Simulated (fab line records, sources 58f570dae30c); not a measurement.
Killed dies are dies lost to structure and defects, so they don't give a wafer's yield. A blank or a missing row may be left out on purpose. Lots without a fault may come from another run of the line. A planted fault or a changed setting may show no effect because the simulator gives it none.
Problem report in the 8D (eight disciplines) form, filled by code | flow berkeley_cmos170 | the parts of the form that need people (team, actions taken, sign-off) are left out

1. THE PROBLEM
rf_fwd_power_W at UCB170_CONTACT_ETCH_17 reads a mean of 575.4 W on 6 wafers of 2 lots; wafers without a fault read 494.5 W with a standard deviation of 2.4. That is +34 standard deviations from the usual mean.
The step: etches BARC in N2/H2.
First seen on wafer L388.4, day 9 22:37, on rie_diel-02. The record holds 42 wafers of 14 lots with a number at this step. Rule for "out", or "out of limits": more than 4 standard deviations from the usual mean. The other wafers with a number count as sound.

2. WHAT IT IS AND WHAT IT IS NOT
question                    | is                             | is not
which readings at this step | rf_fwd_power_W, oes_product_au | drypump_motor_current_A, throttle_valve_pct
which lots                  | L388, L389                     | L377, L378, L379, L380, L381, L382, L384, L393, L395, L396, L397, L399
which wafers of those lots  | all that have a number         | -
read on which tools         | rie_diel-02                    | rie_diel-01, rie_diel-03
when                        | from day 9 22:37               | up to then (21 sound wafers); but 15 sound wafers of L393, L395, L396, L397, L399 came after

3. SUSPECTS, AND WHAT RULES EACH OUT
Counting: a tool at a process step up to the reading stays a suspect if it ran every lot that is out and no sound lot after the first of them.
- plasma_asher-04 at UCB170_NSD_STRIP_09 (strips in O2): ruled out as a lasting fault. Sound lots L397, L399 ran on it after its first lot that is out, L388 (day 9 16:20).
- rtp_anneal-01 at UCB170_CONTACT_RTA_08 (time 10 s): ruled out as a lasting fault. Sound lots L396, L397 ran on it after its first lot that is out, L388 (day 9 21:21).
- rie_diel-02 at UCB170_CONTACT_ETCH_17 (etches BARC in N2/H2): kept. It ran every lot that is out, first L388 (day 9 22:37), and no sound lot after that; its last sound lot up to then is L382 (day 8 05:05). Its own readings are out on those wafers: oes_product_au, rf_fwd_power_W.
Left after counting: rie_diel-02 at UCB170_CONTACT_ETCH_17.

4. THE CAUSE (what the simulator had put in)
Process parameter drift: rie_diel-02, from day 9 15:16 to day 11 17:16, at UCB170_CONTACT_ETCH_17. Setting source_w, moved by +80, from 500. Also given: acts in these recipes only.
Counting left only this tool.

5. THE CHAIN OF EFFECTS, in route order
Each row: a reading whose mean over the struck wafers that have a number lies more than 3 standard deviations from the usual. Only readings for which the record gives a usual standard deviation are gone through. hours: the time from each lot's start at the first step in this table that gives one to its start at this step, as a median over the lots. sigmas: the change in usual standard deviations.
hours | step                   | reading        | usual      | on struck wafers | change | sigmas
0     | UCB170_CONTACT_ETCH_17 | oes_product_au | 1.007 a.u. | 1.100            | +0.093 | +5.5
0     | UCB170_CONTACT_ETCH_17 | rf_fwd_power_W | 494.5 W    | 575.4            | +80.9  | +34
The process steps in it:
- UCB170_CONTACT_ETCH_17: etches BARC in N2/H2.

6. WHAT WOULD HAVE CAUGHT IT SOONER
In this record the first reading out of limits was taken at day 9 22:37, 7 hours after the fault began at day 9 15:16.
